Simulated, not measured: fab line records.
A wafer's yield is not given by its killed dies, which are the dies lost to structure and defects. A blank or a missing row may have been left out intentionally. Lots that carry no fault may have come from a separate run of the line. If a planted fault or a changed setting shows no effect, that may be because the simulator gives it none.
Which of the tools did it?	flow rit-cmos	7 lots, 21 wafers sampled, at 2 steps of a route of 202

WHAT THE GAUGES SHOWED, per wafer
RIT_NLDD_TW_MEAS_10.
lot	measured	on	NLDD_TW
L152	day 3 02:16	film-metro-01	2524 2527 2514
L154	day 3 15:51	film-metro-03	2491 2485 2487
L157	day 4 14:06	film-metro-03	2500 2501 2496
L160	day 4 21:52	film-metro-01	2528 2514 2512
L165	day 5 18:54	film-metro-03	2251 2244 2247
L168	day 6 11:01	film-metro-03	2504 2500 2494
L173	day 7 17:04	film-metro-01	2523 2511 2529

WHAT TOOL EACH LOT RAN ON (gives the tool, then ch and the chambers of the sampled wafers, and finally the start)
lot	RIT_NLDD_IMPLANT_08
L152	implanter-04 ch 0, day 3 01:56
L154	implanter-02 ch 0, day 3 15:32
L157	implanter-01 ch 0, day 4 13:47
L160	implanter-01 ch 0, day 4 21:32
L165	implanter-01 ch 0, day 5 18:36
L168	implanter-04 ch 0, day 6 10:42
L173	implanter-02 ch 0, day 7 16:46
- RIT_NLDD_IMPLANT_08

THE ANSWER, worked out from the rows above alone
Rule: the usual values come from the lots themselves. Put in order of their means at a reading, lots are off if they are a third of the lots or fewer, leave a main group of 4 or more, and stand apart from it by a gap of 3 or more times the standard deviation of the main group's means; of several such gaps the widest counts. A main group is skipped when, at the precision printed for the reading in the tables above, its means are all equal. A lot without any number at a reading at which 4 lots or more have one is off too. Any other lot the step has rows for is counted as sound.
Off: L165, at RIT_NLDD_TW_MEAS_10 (NLDD_TW). For the main group the mean is 2508 and the standard deviation 13.
A tool fits if, at a process step before that reading, it ran every lot that is off, and no sound lot after the first of them. The gauges at RIT_NLDD_TW_MEAS_10 are tried like those tools. One fits: RIT_NLDD_IMPLANT_08 on implanter-01. Its last sound lot is L160 (day 4 21:32), its first lot that is off L165 (day 5 18:36): a fault that began between those two fits.

WHAT THE SIMULATOR HAD PUT IN
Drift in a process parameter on implanter-01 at RIT_NLDD_IMPLANT_08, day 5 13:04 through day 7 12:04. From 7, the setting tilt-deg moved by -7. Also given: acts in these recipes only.
Lots struck among those shown: L165. The rule above found the same.
